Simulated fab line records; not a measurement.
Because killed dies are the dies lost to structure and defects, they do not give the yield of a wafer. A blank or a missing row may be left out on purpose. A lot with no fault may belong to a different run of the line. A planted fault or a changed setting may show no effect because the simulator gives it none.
Which tool was responsible? -- flow rit_cmos -- 13 lots with 39 wafers sampled at 3 steps, on a route of 202 steps

## WHAT THE GAUGES READ, wafer by wafer
RIT_PLDD_OVL_MEAS_06.
lot,measured,on,PLDD_OVL (nm)
L127,day 2 23:11,overlay-02,2.8 2.1 2.7
L128,day 3 01:37,overlay-01,-0.3 -1.1 0.1
L129,day 3 10:22,overlay-01,3.0 1.5 0.6
L133,day 4 02:15,overlay-02,-0.2 1.7 2.7
L134,day 4 06:21,overlay-02,-2.7 -3.6 -0.5
L135,day 4 14:19,overlay-02,1.1 3.6 2.5
L138,day 5 03:08,overlay-02,- - -
L139,day 5 11:40,overlay-01,-0.1 1.5 2.1
L140,day 5 14:29,overlay-02,1.6 1.7 1.5
L147,day 7 03:13,overlay-01,-1.0 -1.9 0.4
L148,day 7 05:46,overlay-01,-2.0 1.0 -2.1
L149,day 7 13:31,overlay-01,2.2 1.3 -0.2
L150,day 7 20:01,overlay-02,1.8 0.2 0.7

RIT_PLDD_TW_MEAS_10.
lot,measured,on,PLDD_TW
L127,day 2 23:42,film_metro-02,2347 2350 2343
L128,day 3 02:08,film_metro-04,2338 2337 2345
L129,day 3 10:52,film_metro-02,2337 2348 2333
L133,day 4 02:46,film_metro-02,2347 2343 2348
L134,day 4 06:52,film_metro-02,2345 2348 2331
L135,day 4 14:50,film_metro-04,2338 2346 2353
L138,day 5 03:39,film_metro-02,30 30 30 30 30 30
L139,day 5 12:11,film_metro-01,2334 2359 2355
L140,day 5 15:00,film_metro-02,2356 2359 2353
L147,day 7 03:44,film_metro-02,2356 2351 2358
L148,day 7 06:17,film_metro-04,2324 2341 2323
L149,day 7 14:02,film_metro-02,2359 2345 2358
L150,day 7 20:32,film_metro-02,2354 2360 2351

## EACH LOT AND THE TOOL THAT RAN IT (in order: tool; ch and the chambers of the sampled wafers; start)
lot,RIT_PLDD_EXPOSE_03
L127,"iline_stepper-01 ch 0, day 2 22:47"
L128,"iline_stepper-02 ch 0, day 3 01:13"
L129,"iline_stepper-02 ch 0, day 3 09:43"
L133,"iline_stepper-02 ch 0, day 4 01:51"
L134,"iline_stepper-02 ch 0, day 4 05:57"
L135,"iline_stepper-02 ch 0, day 4 13:56"
L138,"iline_stepper-01 ch 0, day 5 02:45"
L139,"iline_stepper-01 ch 0, day 5 11:16"
L140,"iline_stepper-02 ch 0, day 5 14:07"
L147,"iline_stepper-01 ch 0, day 7 02:49"
L148,"iline_stepper-01 ch 0, day 7 05:22"
L149,"iline_stepper-01 ch 0, day 7 13:09"
L150,"iline_stepper-01 ch 0, day 7 19:38"
- RIT_PLDD_EXPOSE_03: exposes mask M8, target cd 40900 nm.

## AS READ BY THE TOOLS THEMSELVES (means over the sampled wafers that have a number; for cases with no such wafer, the mark the record gives instead)
RIT_PLDD_EXPOSE_03.
lot,tool,stage_vel_mm_s (mm/s)
L127,iline_stepper-01,499.63
L128,iline_stepper-02,500.06
L129,iline_stepper-02,500.10
L133,iline_stepper-02,499.96
L134,iline_stepper-02,500.03
L135,iline_stepper-02,499.99
L138,iline_stepper-01,500.05
L139,iline_stepper-01,499.99
L140,iline_stepper-02,500.38
L147,iline_stepper-01,499.95
L148,iline_stepper-01,499.79
L149,iline_stepper-01,500.21
L150,iline_stepper-01,499.96

## THE ANSWER, worked out from the rows above alone
Rule: usual is defined by the lots themselves. Put in order of their means at a reading, lots are off if they are a third of the lots or fewer, leave a main group of 4 or more, and stand apart from it by a gap of 3 or more times the standard deviation of the main group's means; of several such gaps the widest counts. A main group is skipped when, at the precision printed for the reading in the tables above, its means are all equal. A lot without any number at a reading at which 4 lots or more have one is off too. Where the step has rows for the other lots, those lots are counted as sound. First the gauges in route order, then the tools' own readings, where a lot's mean is used as printed above. The first step at which some lot is off is used, and at that step the reading that is off furthest; a lot without a number counts as furthest.
Off: L138, seen at RIT_PLDD_OVL_MEAS_06 (PLDD_OVL). Without a number there: L138. Main group: mean 0.7 nm, sd 1.4.
A tool fits if, at a process step before that reading, it ran every lot that is off, and no sound lot after the first of them. Not tried: the gauges at RIT_PLDD_OVL_MEAS_06; whatever is off there is also off at RIT_PLDD_TW_MEAS_10, on other tools, and gauge error can't account for it. No candidate that was tried fits.

## WHAT THE SIMULATOR HAD INSERTED
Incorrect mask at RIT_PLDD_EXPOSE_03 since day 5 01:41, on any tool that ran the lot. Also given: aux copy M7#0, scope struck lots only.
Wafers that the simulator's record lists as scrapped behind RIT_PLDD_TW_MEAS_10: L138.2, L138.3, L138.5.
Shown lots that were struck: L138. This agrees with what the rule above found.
